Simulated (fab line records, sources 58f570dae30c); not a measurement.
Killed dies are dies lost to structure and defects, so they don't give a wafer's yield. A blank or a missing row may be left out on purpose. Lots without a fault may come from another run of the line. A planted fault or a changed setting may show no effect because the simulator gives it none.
Which tool did it? | flow berkeley_cmos170 | 7 lots, 21 wafers sampled, at 2 steps of a route of 331

WHAT THE GAUGES READ, wafer by wafer
UCB170_NWELL_THK_MEAS_05.
lot  | measured    | on            | NWELL_NITRIDE_THK (nm)
L723 | day 2 05:06 | film_metro-02 | 233.7 231.5 231.5
L725 | day 3 00:50 | film_metro-04 | 228.2 227.9 228.5
L727 | day 3 08:33 | film_metro-02 | 227.8 225.2 226.7
L731 | day 3 23:31 | film_metro-03 | 230.0 231.8 229.9
L738 | day 5 11:31 | film_metro-02 | 221.7 222.5 222.0
L743 | day 6 16:44 | film_metro-03 | 229.7 228.8 228.3
L745 | day 7 04:10 | film_metro-03 | 233.9 232.0 232.1

WHICH TOOL RAN EACH LOT (tool, then ch and the chambers of the sampled wafers, then the start)
lot  | UCB170_NWELL_CVD_04
L723 | lpcvd-02 ch 1, day 2 03:08
L725 | lpcvd-02 ch 0, day 2 22:54
L727 | lpcvd-01 ch 0, day 3 06:37
L731 | lpcvd-01 ch 0, day 3 21:34
L738 | lpcvd-01 ch 1, day 5 09:35
L743 | lpcvd-02 ch 0, day 6 14:48
L745 | lpcvd-02 ch 0, day 7 02:14
- UCB170_NWELL_CVD_04: deposits Si3N4 from SiH2Cl2/NH3, target thk 224 nm, time 3360 s.

THE ANSWER, worked out from the rows above alone
Rule: what is usual is taken from the lots themselves. Put in order of their means at a reading, lots are off if they are a third of the lots or fewer, leave a main group of 4 or more, and stand apart from it by a gap of 3 or more times the standard deviation of the main group's means; of several such gaps the widest counts. A main group whose means are all the same, to the digits that the tables above print for the reading, isn't used. A lot without any number at a reading at which 4 lots or more have one is off too. The other lots that the step has rows for count as sound.
No lot is off at any reading shown: from this, nothing can be told.

WHAT THE SIMULATOR HAD PUT IN
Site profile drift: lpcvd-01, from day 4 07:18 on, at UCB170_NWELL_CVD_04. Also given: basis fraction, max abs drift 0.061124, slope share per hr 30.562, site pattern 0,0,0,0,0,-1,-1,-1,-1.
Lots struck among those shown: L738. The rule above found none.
